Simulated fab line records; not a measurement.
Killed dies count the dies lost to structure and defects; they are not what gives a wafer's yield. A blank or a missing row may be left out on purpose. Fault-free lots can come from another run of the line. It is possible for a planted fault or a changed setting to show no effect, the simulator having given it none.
Comparing a struck lot with a sound one -- flow berkeley cmos170 -- 15 steps out of a route of 331
Sound: the wafers L750.1, L750.2, L750.3. The struck wafers were L765.1, L765.4, L765.5. Last of all comes the cause.
Order at every step that has rows: each side's tool, ch and its chambers, its first start. Under that, the readings that differ: sound wafers -- struck wafers -- difference of the means -- sigmas: that difference in standard deviations of wafers without a fault.
alike: a reading whose means differ by less than 2 such deviations, as well as words and numbers matching on both sides. not compared: withheld readings; readings where some wafer has no value; bounds like >300 that might hide an equal value; numbers whose values overlap and for which the record gives no deviation.
The two part at a step that has a row with sigmas, a row that says differs or no value, or rows on one side only. Numbers that don't overlap but have no deviation are shown without sigmas and don't part them. Lack of a reading on every wafer of one side parts them only where that side has two or more wafers.

first, 6 steps without rows for these wafers: UCB170_M2_COAT_09; UCB170_M2_COAT_10 (resist thk 900 nm); UCB170_M2_SOFTBAKE_11 (time 60 s); UCB170_M2_EXPOSE_12 (exposes mask METAL2, target cd 700 nm); UCB170_M2_PEB_13; UCB170_M2_DEVELOP_14 (develop time 45 s).
UCB170_M2_CD_MEAS_15 targets a cd of 700 nm.
  struck on cd sem-02, day 13 04:33; sound on cd sem-02, day 10 03:55
  alike: cd nm
UCB170_M2_OVL_MEAS_16:
  struck on overlay-02, day 13 04:40; sound on overlay-01, day 10 04:02
reading,sound,struck,difference,sigmas
M2_OVL (nm),-12 -7 -11,8 8 2,+16,+3
UCB170_M2_ETCH_17: etches BARC in N2/H2.
  sound on rie diel-02 ch 0,1,2, day 10 04:04; struck on rie diel-03 ch 1,3, day 13 04:42
  alike: chamber pressure mTorr, drypump motor current A, oes product au, throttle valve pct
UCB170_M2_METAL_ETCH_18: etches Al in Cl2/BCl3, stops on SiO2, target depth 1170 nm, time 195 s.
  sound on rie metal-03 ch 0,1, day 10 04:07; struck on rie metal-04 ch 1, day 13 04:44
  alike: chamber pressure mTorr, drypump motor current A, mfc cl2 sccm, oes product au, throttle valve pct
  not compared: rf hours counter h
UCB170_M2_STRIP_19: strips in O2.
  sound on plasma asher-01 ch 0,1, day 10 04:18; struck on plasma asher-02 ch 0,1, day 13 05:07
reading,sound,struck,difference,sigmas
oes product au (a.u.),0.583 0.547 0.550,0.504 0.515 0.505,-0.052,-3
  alike: chamber pressure mTorr, drypump motor current A
  not compared: rf hours counter h
UCB170_M2_CD_MEAS_90 targets a cd of 700 nm.
  struck on cd sem-01, day 13 05:13; sound on cd sem-02, day 10 04:24
  alike: cd nm
UCB170_V2_CVD_00: deposits SiO2 from TEOS/O2, target thk 2000 nm, time 250 s.
  sound on pecvd-01 ch 0,1,2, day 10 04:31; struck on pecvd-04 ch 0,2, day 13 05:40
reading,sound,struck,difference,sigmas
since wet clean h (h),71 71 71,- - -,no value on the struck wafers,
  alike: heater power w
UCB170_V2_THK_MEAS_01:
  struck on film metro-02, day 13 06:02; sound on film metro-02, day 10 04:41
reading,sound,struck,difference,sigmas
V2_TEOS_THK (nm),1968 1988 1961,4002 4062 4045,+2064,+79
after that, 1 step had no rows for these wafers: UCB170_M3_PROBE_99.

WHERE THEY PART
At UCB170_M2_OVL_MEAS_16 first; at UCB170_V2_THK_MEAS_01 last (within this record only).

WHY: the cause the simulator had injected
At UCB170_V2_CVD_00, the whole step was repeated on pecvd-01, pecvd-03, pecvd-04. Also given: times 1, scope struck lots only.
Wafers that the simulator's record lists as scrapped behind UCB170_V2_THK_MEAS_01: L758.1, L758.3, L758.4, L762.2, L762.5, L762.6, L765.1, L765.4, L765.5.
